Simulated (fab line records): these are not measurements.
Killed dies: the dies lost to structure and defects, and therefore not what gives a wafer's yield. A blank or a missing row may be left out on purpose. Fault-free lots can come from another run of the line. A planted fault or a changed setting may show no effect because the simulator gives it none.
Split-lot study | flow ritCmos | on a route of 202 steps: 5 lots, 23 wafers read

THE SPLIT
At RIT_SILICIDE_SPUTTER_01 (material Ti, target thk 30 nm, time 240 s), the setting timeS was moved away from the recipe's 240 s on 5 of the 23 wafers read, by -14.2% to -13.8%. For the rest of the wafers, this setting stayed at what the recipe calls for.

FROM SPLIT TO READING: 1 step shown by the file between the two
- RIT_SILICIDE_RS_MEAS_02: measures by four-point-probe

THE READING
SILICIDE_TI_THK, in nm, at RIT_SILICIDE_THK_MEAS_03 (measures by xrf). On this fab line, fault-free wafers typically give 29.6 nm with a standard deviation of 0.32 nm.

wafer  | tool, chamber at the split | timeS as run, s | against the recipe | SILICIDE_TI_THK, nm | against lot-mates on the recipe
L076.2 | pvdSputter-01, -           | 240             | recipe             | 30.1                | -
L076.3 | pvdSputter-01, -           | 206.9           | -13.8%             | 25.7                | -4.1
L076.4 | pvdSputter-01, -           | 240             | recipe             | 29.6                | -
L076.5 | pvdSputter-01, -           | 206.9           | -13.8%             | 26.1                | -3.7
L076.6 | pvdSputter-01, -           | 240             | recipe             | 29.7                | -
L082.1 | pvdSputter-03, -           | 240             | recipe             | 29.8                | -
L082.2 | pvdSputter-03, -           | 240             | recipe             | 29.0                | -
L082.3 | pvdSputter-03, -           | 240             | recipe             | 29.8                | -
L082.4 | pvdSputter-03, -           | 240             | recipe             | 29.6                | -
L082.6 | pvdSputter-03, -           | 240             | recipe             | 29.8                | -
L083.1 | pvdSputter-04, -           | 205.9           | -14.2%             | 25.3                | -4.6
L083.2 | pvdSputter-04, -           | 240             | recipe             | 30.0                | -
L083.3 | pvdSputter-04, -           | 205.9           | -14.2%             | 25.6                | -4.2
L083.4 | pvdSputter-04, -           | 240             | recipe             | 29.7                | -
L083.5 | pvdSputter-04, -           | 205.9           | -14.2%             | 26.0                | -3.9
L084.1 | pvdSputter-03, -           | 240             | recipe             | 29.9                | -
L084.2 | pvdSputter-03, -           | 240             | recipe             | 29.8                | -
L084.3 | pvdSputter-03, -           | 240             | recipe             | 30.0                | -
L085.2 | pvdSputter-04, -           | 240             | recipe             | 29.0                | -
L085.3 | pvdSputter-04, -           | 240             | recipe             | 29.1                | -
L085.4 | pvdSputter-04, -           | 240             | recipe             | 29.2                | -
L085.5 | pvdSputter-04, -           | 240             | recipe             | 29.1                | -
L085.6 | pvdSputter-04, -           | 240             | recipe             | 29.7                | -

THE FIT
A straight line over all 23 wafers: SILICIDE_TI_THK changes by +0.275 nm for each +1% of timeS; r = +0.98; the points scatter about the line by 0.35 nm.
The same after taking each lot's own level away (the mean of its wafers on the recipe; 23 wafers): +0.291 nm for each +1%; r = +0.99; scatter 0.25 nm.
The reading moves by 4.1 nm for the largest change in timeS, on that fit.
From 29.22 to 29.90 nm: that is the span of the lots' own levels, equal to 2.1 times the standard deviation above.
The two slopes agree, so the slope changes little with the lot-to-lot level.
Check: for one of the wafers moved furthest among these (-14.2%), held out of the fit, the line's prediction against its lot-mates is -4.03 nm. It came out at -4.55 nm against them.

THE OTHER SPLITS THESE WAFERS WENT THROUGH
Other splits were also applied to these wafers ahead of the reading. Each is held against what the fit with the lots' levels taken away leaves over:
other split on the same wafers | wafers away from the commonest value | r with SILICIDE_TI_THK (lot level and that fit taken away)
RIT_ACTIVE_CVD_03 nh3FlowSccm  | 18                                   | +0.02
RIT_FOX1_OXIDATION_00 oxTimeS  | 18                                   | -0.07
RIT_NWELL_COAT_01 spinRpm      | 5                                    | +0.04
RIT_NWELL_IMPLANT_08 doseCm2   | 9                                    | -0.15
RIT_PWELL_IMPLANT_08 doseCm2   | 7                                    | -0.12
RIT_PRETRO_SOFTBAKE_02 tempC   | 6                                    | +0.25
RIT_GATE_CVD_08 timeS          | 18                                   | -0.04
RIT_PLDD_IMPLANT_08 energyKev  | 4                                    | +0.08
RIT_PSD_IMPLANT_08 energyKev   | 3                                    | -0.11
RIT_SDANNEAL_RTA_03 timeS      | 10                                   | +0.39

THE WHOLE CHAIN: every reading that the file lists as answering this split, in the file's order
step                     | what it does                              | reading                                                                          | change (the file's fit)               | r (the file's)
RIT_SILICIDE_SPUTTER_01  | material Ti, target thk 30 nm, time 240 s | Ti_of_SILICIDE_SPUTTER_01.thkNm (the simulator's own value, which no gauge read) | +0.298 nm for each +1% of the setting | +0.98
RIT_SILICIDE_RS_MEAS_02  | measures by four-point-probe              | SILICIDE_TI_RS                                                                   | -0.715 for each +1% of the setting    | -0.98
RIT_SILICIDE_THK_MEAS_03 | measures by xrf                           | SILICIDE_TI_THK                                                                  | +0.293 for each +1% of the setting    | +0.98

THE FILE'S OWN FIT
SILICIDE_TI_THK changes by +0.293 nm for each +1% of timeS, r = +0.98.
